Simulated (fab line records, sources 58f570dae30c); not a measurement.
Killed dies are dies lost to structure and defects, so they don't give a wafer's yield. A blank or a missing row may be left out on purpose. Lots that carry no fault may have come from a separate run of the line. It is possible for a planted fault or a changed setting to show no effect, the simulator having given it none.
Split-lot experiment    flow berkeley cmos170    route with 331 steps; 5 lots, 23 wafers read

== SPLIT DETAILS ==
At UCB170_M1_COAT_04 (resist thk 900 nm), the setting spin rpm was moved away from the recipe's 1500 rpm on 6 of the 23 wafers read, by +4.1% to +4.5%. The other wafers ran this setting at the recipe's value.

Reading taken at the split's own step.

== THE READING ==
KrF_of_M1_COAT_04.thk nm (the simulator's own value, which no gauge read), in nm, at UCB170_M1_COAT_04 (resist thk 900 nm). There is no usual value for it anywhere in the file. Across the 17 wafers here that went through the recipe, the average is 901.8 nm and the standard deviation 3.4 nm.

wafer   tool, chamber at the split  spin rpm as run, rpm  against the recipe  KrF_of_M1_COAT_04.thk nm, nm  against lot-mates on the recipe
L074.1  litho track-04, 0           1500                  recipe              905.6                         -
L074.2  litho track-04, 0           1500                  recipe              900.8                         -
L074.3  litho track-04, 0           1500                  recipe              902.2                         -
L074.4  litho track-04, 0           1500                  recipe              904.7                         -
L074.6  litho track-04, 0           1500                  recipe              906.7                         -
L077.1  litho track-04, 0           1500                  recipe              903.1                         -
L077.2  litho track-04, 0           1500                  recipe              903                           -
L077.3  litho track-04, 0           1500                  recipe              905.9                         -
L077.4  litho track-04, 0           1500                  recipe              904.7                         -
L077.6  litho track-04, 0           1500                  recipe              904.5                         -
L080.2  litho track-03, 0           1500                  recipe              900.1                         -
L080.3  litho track-03, 0           1500                  recipe              902                           -
L080.6  litho track-03, 0           1500                  recipe              900.8                         -
L084.1  litho track-03, 0           1567                  +4.5%               880.3                         -17.2
L084.2  litho track-03, 0           1500                  recipe              897.5                         -
L084.3  litho track-03, 0           1567                  +4.5%               880.4                         -17.1
L084.4  litho track-03, 0           1567                  +4.5%               882.7                         -14.8
L084.6  litho track-03, 0           1500                  recipe              897.6                         -
L085.1  litho track-03, 0           1500                  recipe              896                           -
L085.2  litho track-03, 0           1561                  +4.1%               879.1                         -16.7
L085.3  litho track-03, 0           1561                  +4.1%               880.1                         -15.7
L085.4  litho track-03, 0           1561                  +4.1%               878.7                         -17.1
L085.5  litho track-03, 0           1500                  recipe              895.6                         -

THE FIT
A straight line over all 23 wafers: KrF_of_M1_COAT_04.thk nm changes by -5.03 nm for each +1% of spin rpm; r = -0.95; the points scatter about the line by 3.3 nm.
The same after taking each lot's own level away (the mean of its wafers on the recipe; 23 wafers): -3.85 nm for each +1%; r = -0.98; scatter 1.4 nm.
Per that fit: largest spin rpm move, reading shift of 17 nm.
The lots' own levels span 895.80 to 904.24 nm, that is 2.5 times the standard deviation above.
Hence the slope depends on the lot-to-lot level, as the two fits are not the same.
Check: for one of the wafers moved furthest among these (+4.5%), held out of the fit, the line's prediction against its lot-mates is -17.2 nm. It came out at -17.2 nm against them.

== THESE WAFERS: OTHER SPLITS ==
Before the reading, these wafers also passed through other splits. Each is held against what the fit with the lots' levels taken away leaves over:
other split on the same wafers        wafers away from the commonest value  r with KrF_of_M1_COAT_04.thk nm (lot level and that fit taken away)
UCB170_NLDD_IMPLANT_09 energy kev     8                                     -0.21
UCB170_PSD_EXPOSE_03 dose mj          9                                     -0.16
UCB170_NSD_IMPLANT_08 dose cm2        11                                    -0.11
UCB170_SDANNEAL_RTA_00 time s         5                                     -0.03
UCB170_CONTACT_COAT_10 resist thk nm  4                                     +0.15
UCB170_CONTACT_EXPOSE_12 dose mj      10                                    -0.16

== THE FILE'S OWN FIT ==
KrF_of_M1_COAT_04.thk nm changes by -3.84 nm for each +1% of spin rpm, r = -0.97.
